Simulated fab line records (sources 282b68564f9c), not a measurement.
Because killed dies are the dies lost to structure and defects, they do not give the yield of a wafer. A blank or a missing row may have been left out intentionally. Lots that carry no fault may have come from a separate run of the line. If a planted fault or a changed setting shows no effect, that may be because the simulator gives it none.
The tool behind it: which one? | flow ritCmos | 14 lots with 42 wafers sampled at 6 steps, on a route of 202 steps

## WHAT THE GAUGES SHOWED, per wafer
RIT_NRETRO_TW_MEAS_10.
lot  | measured    | on           | NRETRO_TW
L876 | day 2 13:08 | filmMetro-04 | 1038 1037 1039
L879 | day 3 02:23 | filmMetro-02 | 1062 1062 1064
L880 | day 3 07:22 | filmMetro-04 | 1036 1037 1034
L883 | day 4 01:20 | filmMetro-04 | 1034 1025 1031
L886 | day 4 12:09 | filmMetro-02 | 1063 1061 1056
L887 | day 4 17:20 | filmMetro-04 | 1033 1025 1035
L888 | day 4 21:35 | filmMetro-02 | 1059 1062 1062
L889 | day 5 01:44 | filmMetro-04 | 1032 1033 1031
L891 | day 5 16:10 | filmMetro-03 | 1053 1054 1049
L893 | day 5 21:20 | filmMetro-03 | 1052 1051 1057
L894 | day 6 01:17 | filmMetro-03 | 1060 1053 1059
L896 | day 6 11:55 | filmMetro-03 | 1057 1061 1059
L897 | day 6 15:43 | filmMetro-02 | 1056 1057 1056
L899 | day 7 03:00 | filmMetro-04 | 1038 1037 1030

RIT_SDANNEAL_RS_MEAS_06: measures by four-point-probe.
lot  | measured    | on           | PLDD_RS (ohm/sq)
L876 | day 3 12:37 | filmMetro-04 | 177.9 178.4 178.4
L879 | day 4 05:01 | filmMetro-04 | 177.9 178.5 178.7
L880 | day 4 07:15 | filmMetro-02 | 178.9 178.6 179.2
L883 | day 4 23:58 | filmMetro-04 | 178.5 178.8 178.6
L886 | day 5 13:23 | filmMetro-03 | 180.1 179.6 179.0
L887 | day 5 18:32 | filmMetro-03 | 179.2 179.7 179.8
L888 | day 5 19:37 | filmMetro-02 | 179.0 179.3 178.9
L889 | day 5 23:44 | filmMetro-03 | 179.6 180.0 180.0
L891 | day 6 14:32 | filmMetro-02 | 177.5 178.5 178.2
L893 | day 6 20:21 | filmMetro-03 | 179.2 179.3 179.7
L894 | day 7 01:59 | filmMetro-04 | 179.1 179.3 179.3
L896 | day 7 09:34 | filmMetro-04 | 179.0 179.0 178.6
L897 | day 7 15:55 | filmMetro-03 | 178.7 179.5 178.4
L899 | day 8 04:14 | filmMetro-04 | 178.4 178.2 178.4

RIT_M1_RS_MEAS_01: measures by four-point-probe.
lot  | measured    | on           | M1_AL_RS (ohm/sq)
L876 | day 3 16:19 | filmMetro-02 | 0.0736 0.0739 0.0734
L879 | day 4 08:35 | filmMetro-03 | 0.0743 0.0742 0.0744
L880 | day 4 10:40 | filmMetro-04 | 0.0745 0.0738 0.0746
L883 | day 5 03:26 | filmMetro-02 | 0.0730 0.0731 0.0734
L886 | day 5 16:52 | filmMetro-04 | 0.0729 0.0745 0.0744
L887 | day 5 22:01 | filmMetro-03 | 0.0741 0.0748 0.0739
L888 | day 5 23:04 | filmMetro-02 | 0.0759 0.0744 0.0755
L889 | day 6 03:01 | filmMetro-03 | 0.0746 0.0750 0.0737
L891 | day 6 18:11 | filmMetro-02 | 0.0748 0.0735 0.0747
L893 | day 6 23:47 | filmMetro-04 | 0.0735 0.0741 0.0740
L894 | day 7 05:25 | filmMetro-03 | 0.0693 0.0721 0.0725 0.0694 0.0723 0.0726
L896 | day 7 12:50 | filmMetro-02 | 0.0742 0.0710 0.0705 0.0742 0.0711 0.0707
L897 | day 7 19:15 | filmMetro-03 | 0.0747 0.0734 0.0743
L899 | day 8 07:48 | filmMetro-02 | 0.0738 0.0728 0.0733

RIT_M1_THK_MEAS_02: measures by xrf.
lot  | measured    | on           | M1_AL_THK (nm)
L876 | day 3 16:25 | filmMetro-02 | 398 395 399
L879 | day 4 08:42 | filmMetro-03 | 398 399 398
L880 | day 4 10:46 | filmMetro-04 | 394 398 393
L883 | day 5 03:33 | filmMetro-02 | 400 403 400
L886 | day 5 16:58 | filmMetro-04 | 405 398 399
L887 | day 5 22:08 | filmMetro-03 | 396 396 399
L888 | day 5 23:10 | filmMetro-02 | 387 394 390
L889 | day 6 03:08 | filmMetro-03 | 394 396 401
L891 | day 6 18:19 | filmMetro-02 | 394 400 394
L893 | day 6 23:54 | filmMetro-04 | 401 398 399
L894 | day 7 06:58 | filmMetro-03 | 426 408 407 425 410 409
L896 | day 7 21:53 | filmMetro-02 | 396 411 415
L897 | day 7 19:22 | filmMetro-03 | 398 405 397
L899 | day 8 07:55 | filmMetro-02 | 395 403 402

## WHICH TOOL RAN EACH LOT (tool, then ch and the chambers of the sampled wafers, then the start)
lot  | RIT_CONTACT_CVD_00             | RIT_M1_SPUTTER_00
L876 | pecvd-04 ch 0,1, day 3 13:23   | pvdSputter-02, day 3 16:00
L879 | pecvd-04 ch 0,1,2, day 4 05:47 | pvdSputter-02, day 4 08:17
L880 | pecvd-03 ch 1,2, day 4 07:58   | pvdSputter-04, day 4 10:20
L883 | pecvd-03 ch 0,1, day 5 00:44   | pvdSputter-04, day 5 03:08
L886 | pecvd-03 ch 0,1, day 5 14:08   | pvdSputter-01, day 5 16:32
L887 | pecvd-02 ch 0,2, day 5 19:17   | pvdSputter-04, day 5 21:44
L888 | pecvd-04 ch 1,2, day 5 20:20   | pvdSputter-01, day 5 22:43
L889 | pecvd-03 ch 1,2, day 6 00:28   | pvdSputter-04, day 6 02:43
L891 | pecvd-04 ch 0,1, day 6 15:17   | pvdSputter-04, day 6 17:53
L893 | pecvd-02 ch 0,1,2, day 6 21:07 | pvdSputter-04, day 6 23:29
L894 | pecvd-04 ch 0,2, day 7 02:41   | pvdSputter-01, day 7 05:04
L896 | pecvd-02 ch 0,1, day 7 10:19   | pvdSputter-01, day 7 12:33
L897 | pecvd-04 ch 0,1, day 7 16:39   | pvdSputter-04, day 7 18:56
L899 | pecvd-02 ch 0,2, day 8 04:59   | pvdSputter-04, day 8 07:29
- RIT_CONTACT_CVD_00: deposits SiO2 from TEOS, target thk 400 nm, time 61 s.
- RIT_M1_SPUTTER_00: material Al, target thk 400 nm, time 500 s.

## WHAT THE TOOLS THEMSELVES READ (means of the sampled wafers that have a number; where no wafer has one, the mark that the record gives instead)
RIT_CONTACT_CVD_00.
lot  | tool     | heaterPowerW (W)
L876 | pecvd-04 | 349
L879 | pecvd-04 | 308
L880 | pecvd-03 | 290
L883 | pecvd-03 | 335
L886 | pecvd-03 | 345
L887 | pecvd-02 | 322
L888 | pecvd-04 | 288
L889 | pecvd-03 | 305
L891 | pecvd-04 | 358
L893 | pecvd-02 | 330
L894 | pecvd-04 | 343
L896 | pecvd-02 | 344
L897 | pecvd-04 | 357
L899 | pecvd-02 | 311

RIT_M1_SPUTTER_00.
lot  | tool          | cathodeDcPowerW (W) | throttleValvePct (%)
L876 | pvdSputter-02 | 1999.8              | 31.4
L879 | pvdSputter-02 | 2000.1              | 29.5
L880 | pvdSputter-04 | 2000.2              | 30.8
L883 | pvdSputter-04 | 2000.3              | 30.4
L886 | pvdSputter-01 | 2000.0              | 30.2
L887 | pvdSputter-04 | 2000.1              | 29.6
L888 | pvdSputter-01 | 2000.0              | 30.3
L889 | pvdSputter-04 | 1999.9              | 29.9
L891 | pvdSputter-04 | 2000.3              | 30.9
L893 | pvdSputter-04 | 2000.0              | 29.9
L894 | pvdSputter-01 | 2040.4              | 30.0
L896 | pvdSputter-01 | 2080.5              | 30.0
L897 | pvdSputter-04 | 2000.1              | 30.9
L899 | pvdSputter-04 | 2000.1              | 29.9

## THE ANSWER, worked out from the rows above alone
Rule: the usual values come from the lots themselves. The widest of any qualifying gaps counts: lots, ordered by their means at a reading, are off when they make up no more than a third of the lots, leave a main group of 4 or more, and stand apart from it by 3 or more times the standard deviation of that group's means. The tables above print the reading to a certain number of digits; a main group whose means all agree to those digits is not used. Also off: a lot with no number at a reading for which 4 or more lots have one. Any other lot the step has rows for is counted as sound. Order of review: gauges by route order, followed by the tools' own readings, for which a lot's mean as printed above is used. The first step at which some lot is off is used, and at that step the reading that is off furthest; a lot without a number counts as furthest.
Off: L894, L896, at RIT_M1_SPUTTER_00 (cathodeDcPowerW). The main group: mean 2000.1 W, standard deviation 0.14.
A tool fits if, at that step or a process step before it, it ran every lot that is off, and no sound lot after the first of them. One fits: pvdSputter-01 at RIT_M1_SPUTTER_00. A fault onset in the window from L888 (day 5 22:43, its last sound lot) to L894 (day 7 05:04, its first lot off) fits.
The tool's own readings at RIT_M1_SPUTTER_00 bear it out: on the lots that are off they differ by more than 5 times the standard deviation of the sound lots' means. cathodeDcPowerW reads 2060.4 W there against 2000.1 W on the sound lots.

## WHAT THE SIMULATOR PUT IN
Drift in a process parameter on pvdSputter-01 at RIT_M1_SPUTTER_00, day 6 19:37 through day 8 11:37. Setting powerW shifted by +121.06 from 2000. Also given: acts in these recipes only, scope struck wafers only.
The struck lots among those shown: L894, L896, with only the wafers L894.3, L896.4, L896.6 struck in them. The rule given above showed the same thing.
